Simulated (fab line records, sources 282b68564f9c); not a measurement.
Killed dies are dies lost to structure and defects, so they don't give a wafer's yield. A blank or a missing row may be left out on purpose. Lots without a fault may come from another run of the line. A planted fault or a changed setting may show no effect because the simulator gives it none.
Which tool did it? | flow rit_cmos | 15 lots, 45 wafers sampled, at 4 steps of a route of 202

WHAT THE GAUGES READ, wafer by wafer
RIT_M1_THK_MEAS_02: measures by xrf.
lot  | measured    | on            | M1_AL_THK (nm)
L833 | day 3 12:44 | film_metro-01 | 415 414 414
L834 | day 4 00:40 | film_metro-04 | 419 417 420
L836 | day 4 10:18 | film_metro-04 | 419 418 418
L837 | day 4 15:02 | film_metro-03 | 421 419 422
L838 | day 4 19:52 | film_metro-04 | 414 419 420
L839 | day 5 01:08 | film_metro-01 | 421 421 423
L840 | day 5 05:25 | film_metro-03 | 416 417 420
L842 | day 5 15:29 | film_metro-01 | 417 423 423
L843 | day 5 19:33 | film_metro-01 | 428 423 425
L844 | day 5 23:00 | film_metro-01 | 423 423 422
L851 | day 7 03:51 | film_metro-01 | 421 427 423
L852 | day 7 08:07 | film_metro-01 | 423 424 423
L853 | day 7 15:38 | film_metro-04 | 419 422 418
L854 | day 7 23:44 | film_metro-01 | 428 427 422
L856 | day 8 10:05 | film_metro-04 | 415 418 419

WHICH TOOL RAN EACH LOT (tool, then ch and the chambers of the sampled wafers, then the start)
lot  | RIT_ACTIVE_COAT_06               | RIT_NWELL_STRIP_09                  | RIT_NRETRO_STRIP_09
L833 | litho_track-02 ch 0, day 1 14:07 | plasma_asher-02 ch 0,1, day 1 23:23 | plasma_asher-04 ch 0,1, day 2 09:33
L834 | litho_track-04 ch 0, day 1 20:10 | plasma_asher-01 ch 0,1, day 2 04:42 | plasma_asher-01 ch 0,1, day 2 15:01
L836 | litho_track-04 ch 0, day 2 06:14 | plasma_asher-02 ch 0,1, day 2 14:22 | plasma_asher-03 ch 0,1, day 3 00:53
L837 | litho_track-03 ch 0, day 2 10:17 | plasma_asher-02 ch 0,1, day 2 19:16 | plasma_asher-01 ch 0,1, day 3 06:37
L838 | litho_track-04 ch 0, day 2 15:29 | plasma_asher-04 ch 0,1, day 3 01:43 | plasma_asher-01 ch 0,1, day 3 12:23
L839 | litho_track-03 ch 0, day 2 20:40 | plasma_asher-04 ch 0,1, day 3 09:58 | plasma_asher-03 ch 0,1, day 3 20:41
L840 | litho_track-03 ch 0, day 3 02:44 | plasma_asher-04 ch 0,1, day 3 16:09 | plasma_asher-01 ch 0,1, day 4 03:26
L842 | litho_track-03 ch 0, day 3 14:35 | plasma_asher-04 ch 0,1, day 4 01:21 | plasma_asher-03 ch 0,1, day 4 11:29
L843 | litho_track-02 ch 0, day 3 18:37 | plasma_asher-01 ch 0,1, day 4 06:38 | plasma_asher-01 ch 0,1, day 4 15:59
L844 | litho_track-02 ch 0, day 3 23:51 | plasma_asher-01 ch 0,1, day 4 10:11 | plasma_asher-04 ch 0,1, day 4 19:31
L851 | litho_track-02 ch 0, day 5 08:47 | plasma_asher-04 ch 0,1, day 5 16:55 | plasma_asher-04 ch 0,1, day 6 02:07
L852 | litho_track-02 ch 0, day 5 13:31 | plasma_asher-01 ch 0,1, day 5 21:47 | plasma_asher-03 ch 0,1, day 6 07:38
L853 | litho_track-02 ch 0, day 5 17:59 | plasma_asher-04 ch 0,1, day 6 04:22 | plasma_asher-03 ch 0,1, day 6 12:58
L854 | litho_track-03 ch 0, day 6 00:05 | plasma_asher-02 ch 0,1, day 6 09:21 | plasma_asher-04 ch 0,1, day 6 18:21
L856 | litho_track-04 ch 0, day 6 09:41 | plasma_asher-02 ch 0,1, day 6 18:25 | plasma_asher-04 ch 0,1, day 7 04:41
- RIT_ACTIVE_COAT_06: resist thk 1000 nm.
- RIT_NWELL_STRIP_09: strips in O2, time 180 s.
- RIT_NRETRO_STRIP_09: strips in O2, time 180 s.

WHAT THE TOOLS THEMSELVES READ (means of the sampled wafers that have a number; where no wafer has one, the mark that the record gives instead)
RIT_ACTIVE_COAT_06.
lot  | tool           | dispense_pressure_kPa (kPa) | spin_speed_rpm (rpm)
L833 | litho_track-02 | 51.1                        | 3246.2
L834 | litho_track-04 | 55.0                        | 3252.8
L836 | litho_track-04 | 54.9                        | 3248.8
L837 | litho_track-03 | 50.0                        | 3250.3
L838 | litho_track-04 | 54.9                        | 3246.8
L839 | litho_track-03 | 49.9                        | 3253.4
L840 | litho_track-03 | 49.9                        | 3247.0
L842 | litho_track-03 | 50.0                        | 3251.7
L843 | litho_track-02 | 51.1                        | 3249.4
L844 | litho_track-02 | 51.1                        | 3249.6
L851 | litho_track-02 | 51.1                        | 3523.5
L852 | litho_track-02 | 51.1                        | 3528.2
L853 | litho_track-02 | 51.1                        | 3526.5
L854 | litho_track-03 | 49.9                        | 3248.5
L856 | litho_track-04 | 54.9                        | 3248.6

RIT_NWELL_STRIP_09.
lot  | tool            | drypump_motor_current_A (A) | rf_refl_power_W (W)
L833 | plasma_asher-02 | 5.8                         | 6.7
L834 | plasma_asher-01 | 5.9                         | 5.3
L836 | plasma_asher-02 | 5.8                         | 6.8
L837 | plasma_asher-02 | 5.8                         | 6.7
L838 | plasma_asher-04 | 6.4                         | 6.5
L839 | plasma_asher-04 | 6.4                         | 6.6
L840 | plasma_asher-04 | 6.4                         | 6.4
L842 | plasma_asher-04 | 6.5                         | 6.4
L843 | plasma_asher-01 | 6.2                         | 5.3
L844 | plasma_asher-01 | 6.2                         | 5.3
L851 | plasma_asher-04 | 6.5                         | 6.2
L852 | plasma_asher-01 | 6.0                         | 5.1
L853 | plasma_asher-04 | 6.4                         | 6.3
L854 | plasma_asher-02 | 5.9                         | 7.0
L856 | plasma_asher-02 | 5.8                         | 6.8

RIT_NRETRO_STRIP_09.
lot  | tool            | drypump_motor_current_A (A) | rf_refl_power_W (W)
L833 | plasma_asher-04 | 6.5                         | 6.3
L834 | plasma_asher-01 | 5.9                         | 5.2
L836 | plasma_asher-03 | 5.8                         | 8.2
L837 | plasma_asher-01 | 6.0                         | 5.1
L838 | plasma_asher-01 | 5.9                         | 5.2
L839 | plasma_asher-03 | 5.8                         | 8.1
L840 | plasma_asher-01 | 6.2                         | 5.3
L842 | plasma_asher-03 | 5.8                         | 8.9
L843 | plasma_asher-01 | 6.0                         | 5.1
L844 | plasma_asher-04 | 6.5                         | 6.3
L851 | plasma_asher-04 | 6.4                         | 6.5
L852 | plasma_asher-03 | 5.8                         | 8.1
L853 | plasma_asher-03 | 5.8                         | 9.0
L854 | plasma_asher-04 | 6.4                         | 6.4
L856 | plasma_asher-04 | 6.4                         | 6.4

THE ANSWER, worked out from the rows above alone
Rule: what is usual is taken from the lots themselves. Put in order of their means at a reading, lots are off if they are a third of the lots or fewer, leave a main group of 4 or more, and stand apart from it by a gap of 3 or more times the standard deviation of the main group's means; of several such gaps the widest counts. A main group whose means are all the same, to the digits that the tables above print for the reading, isn't used. A lot without any number at a reading at which 4 lots or more have one is off too. The other lots that the step has rows for count as sound. The gauges are gone through in route order, then the tools' own readings, and for those a lot's mean is taken as printed above. The first step at which some lot is off is used, and at that step the reading that is off furthest; a lot without a number counts as furthest.
Off: L851, L852, L853, at RIT_ACTIVE_COAT_06 (spin_speed_rpm). The main group: mean 3249.4 rpm, standard deviation 2.2.
A tool fits if, at that step or a process step before it, it ran every lot that is off, and no sound lot after the first of them. One fits: litho_track-02 at RIT_ACTIVE_COAT_06. Its last sound lot is L844 (day 3 23:51), its first lot that is off L851 (day 5 08:47): a fault that began between those two fits.
The tool's own readings at RIT_ACTIVE_COAT_06 bear it out: on the lots that are off they differ by more than 5 times the standard deviation of the sound lots' means. spin_speed_rpm reads 3526.1 rpm there against 3249.4 rpm on the sound lots.

WHAT THE SIMULATOR HAD PUT IN
Process parameter drift: litho_track-02, from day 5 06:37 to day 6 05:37, at RIT_ACTIVE_COAT_06. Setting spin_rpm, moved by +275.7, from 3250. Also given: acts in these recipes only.
Lots struck among those shown: L851, L852, L853. The rule above found the same.
